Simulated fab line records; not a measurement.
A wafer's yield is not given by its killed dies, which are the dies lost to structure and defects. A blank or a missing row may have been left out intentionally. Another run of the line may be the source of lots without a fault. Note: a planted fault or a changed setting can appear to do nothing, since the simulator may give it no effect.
Chamber matching ; flow berkeley_cmos170 ; UCB170_ACTIVE_ETCH_15 on rie_diel-01 has 4 sister chambers
The step etches Si3N4 in CH3F/Ar/O2, stops on SiO2, target depth 242 nm, time 151 s. 8 wafers are shown with their chamber, then 8 later ones without.

EACH WAFER AND ITS CHAMBER
wafer;chamber;throttle_valve_pct (%);oes_product_au (a.u.)
L216.6;2;8.15;0.970
L217.3;1;8.07;0.939
L224.1;1;8.08;0.930
L224.3;0;7.94;0.960
L224.6;2;8.14;0.965
L227.3;0;7.95;0.951
L227.6;3;8.21;0.965
L230.1;3;8.23;0.950

WAFERS MISSING THEIR CHAMBER
wafer;throttle_valve_pct (%);oes_product_au (a.u.)
L230.4;8.24;0.961
L230.6;8.09;0.927
L234.2;7.94;0.944
L234.3;8.22;0.952
L234.6;7.96;0.948
L232.1;8.07;0.931
L232.4;8.08;0.930
L232.6;7.95;0.945

EACH ONE'S CHAMBER
wafer;from the rows above;in truth
L230.4;3;3
L230.6;1;1
L234.2;0;0
L234.3;3;3
L234.6;0;0
L232.1;1;1
L232.4;1;1
L232.6;0;0
Placed correctly: 8 of 8. Left unplaced by these rows: 0. Wrongly placed: 0.
How it was worked out, from the rows above alone: a wafer's distance from a chamber is the root of the sum, over the readings, of the square of ((its reading less the chamber's mean) divided by the reading's scatter). The wafer belongs to the nearest chamber; if the next one is less than 2 further off, it can't be placed. The mean given for a chamber averages the wafers shown for that chamber. How the scatter is found: for the shown wafers, subtract from each reading the mean of its chamber, square and add these, divide the total by (wafers less chambers), then take the root.
